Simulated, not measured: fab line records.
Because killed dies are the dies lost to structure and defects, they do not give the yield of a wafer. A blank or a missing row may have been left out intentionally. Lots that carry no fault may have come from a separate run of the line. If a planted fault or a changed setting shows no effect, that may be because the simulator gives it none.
2 desks looking at one fault :: flow berkeleyCmos170 :: each desk holds nothing but its own numbers, with what lay behind them at the end

== AT THE TOOL OWNER'S DESK: implanter-02 ==
For each lot that ran on this tool, the mean over its sampled wafers that have a number, from the tool's own readings at UCB170_PFIELD_IMPLANT_07. A lot is out of limits, marked OUT, if its mean lies more than 4 standard deviations from the usual mean; the brackets give that distance.
Columns: A = doseIonsCm2 at UCB170_PFIELD_IMPLANT_07, usual 2.0002e+13; B = endStationPressureTorr at UCB170_PFIELD_IMPLANT_07, usual 5.06e-06 Torr; C = tiltDeg at UCB170_PFIELD_IMPLANT_07, usual 7.000 degrees
lot: L413
first seen here: day 5 20:40
A: 2.0006e+13
B: 5.32e-06
C: 7.010

lot: L420
first seen here: day 7 13:50
A: 1.9425e+13 (-27) OUT
B: 4.85e-06
C: 7.024

lot: L424
first seen here: day 7 21:28
A: 1.9384e+13 (-29) OUT
B: 5.00e-06
C: 7.002
This desk finds L420, L424 out of limits, L420 being first, at day 7 13:50 (doseIonsCm2 at UCB170_PFIELD_IMPLANT_07). L413: within limits.

== AT THE METROLOGY DESK ==
What the gauges read for every lot (on any tool): the sampled wafers with a number, averaged. A lot is out of limits, marked OUT, if its mean lies more than 4 standard deviations from the usual mean; the brackets give that distance.
Columns: A = ACTIVE_OVL at UCB170_ACTIVE_OVL_MEAS_14, usual 1 nm; B = cdNm at UCB170_ACTIVE_CD_MEAS_90, usual 1199.5 nm; C = PFIELD_OVL at UCB170_PFIELD_OVL_MEAS_06, usual -2 nm
lot: L412
first seen here: day 5 18:33
A: -1
B: 1200.2
C: -2

lot: L413
first seen here: day 5 18:55
A: -6
B: 1201.0
C: -3

lot: L420
first seen here: day 7 11:26
A: 0
B: 1199.1
C: -7

lot: L424
first seen here: day 7 18:51
A: 8
B: 1198.2
C: -5

lot: L429
first seen here: day 8 19:33
A: -4
B: 1199.5
C: -7

lot: L430
first seen here: day 9 16:53
A: -1
B: 1198.1
C: -2
Finding of this desk: none of the 6 lots has anything out of limits.

== PUT TOGETHER ==
On L420, L424, at day 7 13:50, an alarm was possible from the tool owner's desk.
At the metrology desk, nothing out of limits was observed.
The metrology desk holds a record of L420, L424, inside its limits.
All the named lots went through UCB170_PFIELD_IMPLANT_07 on implanter-02.

== WHAT THE SIMULATOR PUT IN ==
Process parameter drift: implanter-02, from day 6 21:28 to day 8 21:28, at UCB170_PFIELD_IMPLANT_07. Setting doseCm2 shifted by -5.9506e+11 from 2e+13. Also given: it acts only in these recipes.
Struck lots among those shown: L420, L424.
How many hours passed from the start of the fault until each desk's first out-of-limits reading: the tool owner's desk, 16.
